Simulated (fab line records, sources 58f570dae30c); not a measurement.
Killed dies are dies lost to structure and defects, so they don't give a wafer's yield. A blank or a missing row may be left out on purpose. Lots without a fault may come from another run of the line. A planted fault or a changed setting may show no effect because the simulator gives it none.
Chamber matching | flow berkeley_cmos170 | UCB170_GATE_ETCH_15 on rie_si-02: 4 sister chambers
The step etches poly-Si in HBr/Cl2, stops on SiO2, time 56.3 s, target depth 278.2 nm. 16 wafers are shown with their chamber, then 8 later ones without.

WAFERS WITH THEIR CHAMBER
wafer  | chamber | throttle_valve_pct (%) | drypump_motor_current_A (A) | bias_w (W)
L740.1 | 1       | 26.85                  | 5.9                         | 149.9
L740.4 | 2       | 26.39                  | 5.6                         | 150.1
L740.6 | 2       | 26.41                  | 5.6                         | 150.0
L741.2 | 3       | 26.71                  | 5.3                         | 150.1
L741.4 | 0       | 26.60                  | 6.2                         | 150.7
L741.6 | 1       | 26.86                  | 5.9                         | 150.5
L746.1 | 3       | 26.71                  | 5.4                         | 150.2
L746.3 | 2       | 26.40                  | 5.5                         | 149.3
L746.4 | 0       | 26.62                  | 6.2                         | 149.8
L744.2 | 2       | 26.38                  | 5.5                         | 149.6
L744.3 | 3       | 26.70                  | 5.3                         | 149.8
L744.6 | 1       | 26.85                  | 5.9                         | 149.9
L753.1 | 3       | 26.71                  | 5.3                         | 149.5
L753.2 | 2       | 26.39                  | 5.6                         | 149.8
L753.6 | 0       | 26.60                  | 6.2                         | 151.0
L760.1 | 2       | 26.39                  | 5.5                         | 150.1

SIGNATURES (means of the wafers above)
reading                 | chamber 0 | chamber 1 | chamber 2 | chamber 3 | scatter within a chamber
throttle_valve_pct      | 26.6067   | 26.8533   | 26.3933   | 26.7075   | 0.00886
drypump_motor_current_A | 6.200     | 5.900     | 5.550     | 5.325     | 0.0433
bias_w                  | 150.500   | 150.100   | 149.817   | 149.900   | 0.39
Rule: a wafer's distance from a chamber is the root of the sum, over the readings, of the square of ((its reading less the chamber's mean) divided by the reading's scatter). The wafer belongs to the nearest chamber; if the next one is less than 2 further off, it can't be placed. The scatter: the root of (the sum of the squares of (reading less its chamber's mean) over the shown wafers, divided by (wafers less chambers)).

WAFERS WITHOUT THEIR CHAMBER
wafer  | throttle_valve_pct (%) | drypump_motor_current_A (A) | bias_w (W)
L760.3 | 26.70                  | 5.3                         | 149.9
L760.4 | 26.87                  | 5.9                         | 150.2
L759.2 | 26.40                  | 5.5                         | 149.5
L759.5 | 26.39                  | 5.5                         | 149.3
L759.6 | 26.71                  | 5.3                         | 150.6
L761.2 | 26.39                  | 5.6                         | 150.1
L761.3 | 26.71                  | 5.3                         | 150.0
L761.6 | 26.38                  | 5.6                         | 149.5

WHICH CHAMBER EACH WENT THROUGH
wafer  | from the rows above | in truth
L760.3 | 3                   | 3
L760.4 | 1                   | 1
L759.2 | 2                   | 2
L759.5 | 2                   | 2
L759.6 | 3                   | 3
L761.2 | 2                   | 2
L761.3 | 3                   | 3
L761.6 | 2                   | 2
Placed correctly: 8 of 8. Can't be placed from these rows: 0. Placed wrongly: 0.
